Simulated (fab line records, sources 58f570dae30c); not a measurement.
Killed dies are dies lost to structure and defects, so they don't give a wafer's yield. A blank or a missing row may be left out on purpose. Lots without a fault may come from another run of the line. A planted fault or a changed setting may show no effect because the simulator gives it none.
Which tool did it? | flow berkeley_cmos170 | 6 lots, 18 wafers sampled, at 2 steps of a route of 331

WHAT THE GAUGES READ, wafer by wafer
UCB170_M3_RS_MEAS_02: measures by four-point-probe.
lot  | measured     | on            | M3_AL_RS (ohm/sq)
L430 | day 8 14:44  | film_metro-04 | 0.0320 0.0317 0.0321
L432 | day 9 13:04  | film_metro-02 | 0.0321 0.0324 0.0323
L434 | day 9 19:05  | film_metro-02 | 0.0320 0.0320 0.0318
L445 | day 12 06:07 | film_metro-02 | 0.0318 0.0318 0.0206
L449 | day 13 05:10 | film_metro-01 | 0.0316 0.0314 0.0313
L451 | day 14 00:37 | film_metro-04 | 0.0317 0.0319 0.0320

WHICH TOOL RAN EACH LOT (tool, then ch and the chambers of the sampled wafers, then the start)
lot  | UCB170_M3_SPUTTER_01
L430 | pvd_sputter-04, day 8 14:38
L432 | pvd_sputter-04, day 9 12:57
L434 | pvd_sputter-02, day 9 19:00
L445 | pvd_sputter-03, day 12 06:01
L449 | pvd_sputter-04, day 13 05:04
L451 | pvd_sputter-04, day 14 00:31
- UCB170_M3_SPUTTER_01: material Al, target thk 900 nm, time 120 s.

THE ANSWER, worked out from the rows above alone
Rule: what is usual is taken from the lots themselves. Put in order of their means at a reading, lots are off if they are a third of the lots or fewer, leave a main group of 4 or more, and stand apart from it by a gap of 3 or more times the standard deviation of the main group's means; of several such gaps the widest counts. A main group whose means are all the same, to the digits that the tables above print for the reading, isn't used. A lot without any number at a reading at which 4 lots or more have one is off too. The other lots that the step has rows for count as sound.
Off: L445, at UCB170_M3_RS_MEAS_02 (M3_AL_RS). The main group: mean 0.0319 ohm/sq, standard deviation 0.00027.
A tool fits if, at a process step before that reading, it ran every lot that is off, and no sound lot after the first of them. The gauges at UCB170_M3_RS_MEAS_02 are tried like those tools. Can't be told from this: 2 tools fit, pvd_sputter-03 at UCB170_M3_SPUTTER_01, film_metro-02 at UCB170_M3_RS_MEAS_02.

WHAT THE SIMULATOR HAD PUT IN
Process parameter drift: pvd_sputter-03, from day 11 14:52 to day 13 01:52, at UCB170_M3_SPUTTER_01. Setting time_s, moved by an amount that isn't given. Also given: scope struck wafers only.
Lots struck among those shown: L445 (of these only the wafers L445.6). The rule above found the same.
